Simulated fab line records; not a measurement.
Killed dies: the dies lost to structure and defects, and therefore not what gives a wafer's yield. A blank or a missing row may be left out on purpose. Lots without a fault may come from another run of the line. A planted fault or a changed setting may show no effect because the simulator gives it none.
2 desks, one fault ; flow berkeley_cmos170 ; what lay behind the numbers comes last; until then each desk has only its own

FOR THE TOOL OWNER'S DESK: furnace-01
The tool's own readings at UCB170_SCREENOX_OXIDATION_01 (target thk 14.4 nm, ox time 2400 s): means of the sampled wafers that have a number, for each lot that ran on this tool. A lot is out of limits, marked OUT, if its mean lies more than 4 standard deviations from the usual mean; the brackets give that distance.
Columns: A = spike_tc_centre_C at UCB170_SCREENOX_OXIDATION_01, usual 902.1 C; B = spike_tc_load_C at UCB170_SCREENOX_OXIDATION_01, usual 925.3 C; C = spike_tc_source_C at UCB170_SCREENOX_OXIDATION_01, usual 925.8 C; D = tube_center_temp_C at UCB170_SCREENOX_OXIDATION_01, usual 900 C; E = tube_center_temp_C_max at UCB170_SCREENOX_OXIDATION_01, usual 902.3
lot;first seen here;A;B;C;D;E
L159;day 6 07:23;901.6;926.4;928.2;900;902.4
L160;day 6 20:50;902.1;926.0;927.4;900;902.1
L161;day 6 20:50;901.8;925.0;928.4;900;902.7
L162;day 6 20:50;901.4;926.0;927.5;900;902.3
L163;day 6 20:50;901.7;926.1;927.1;900;902.3
L174;day 9 09:23;870.3 (-33) OUT;892.9 (-27) OUT;895.4 (-10) OUT;868 (-99 or more) OUT;870.4 (-84) OUT
L175;day 9 09:23;870.2 (-33) OUT;892.7 (-27) OUT;894.7 (-10) OUT;868 (-99 or more) OUT;870.2 (-84) OUT
This desk finds L174, L175 out of limits, L174 being first, at day 9 09:23 (spike_tc_centre_C at UCB170_SCREENOX_OXIDATION_01). Within limits: L159, L160, L161, L162, L163.

AT THE METROLOGY DESK
What the gauges read, lot by lot, whatever tool the lot ran on: means of the sampled wafers that have a number. A lot is out of limits, marked OUT, if its mean lies more than 4 standard deviations from the usual mean; the brackets give that distance.
Columns: A = PWELL_NITRIDE_THK at UCB170_PWELL_THK_MEAS_06, usual 219.7 nm; B = PWELL_OVL at UCB170_PWELL_OVL_MEAS_13, usual -3 nm; C = SCREENOX_OXIDE_THK at UCB170_SCREENOX_THK_MEAS_02, usual 14.3 nm
lot;first seen here;A;B;C
L159;day 3 01:54;220.2;-2;14.1
L160;day 3 18:17;216.1;-6;14.4
L161;day 3 18:17;217.0;-10;14.6
L162;day 3 18:22;217.6;-1;14.5
L163;day 4 02:32;217.7;-2;14.2
L164;day 4 16:11;215.7;-1;14.4
L165;day 4 22:25;222.4;-8;14.0
L166;day 4 22:25;221.4;1;14.5
L167;day 5 03:23;219.9;4;14.6
L174;day 6 14:44;221.9;-2;9.7 (-14) OUT
L175;day 6 14:45;222.5;-5;9.9 (-14) OUT
Finding of this desk: L174, L175 out of limits, first seen on L174 at day 9 11:04 (SCREENOX_OXIDE_THK at UCB170_SCREENOX_THK_MEAS_02). Within limits: L159, L160, L161, L162, L163, L164, L165, L166, L167.

TAKEN TOGETHER
The tool owner's desk had the chance to raise an alarm at day 9 09:23 on L174, L175.
The metrology desk could have raised an alarm at day 9 11:04, on L174, L175.
On furnace-01, each named lot ran UCB170_SCREENOX_OXIDATION_01.

WHAT HAD BEEN PUT IN BY THE SIMULATOR
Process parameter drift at UCB170_SCREENOX_OXIDATION_01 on furnace-01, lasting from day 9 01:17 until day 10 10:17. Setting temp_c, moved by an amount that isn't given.
Struck lots among those shown: L174, L175.
Delay (hours) between the fault's onset and each desk's first out-of-limits reading: 8 at the tool owner's desk, 10 at the metrology desk.
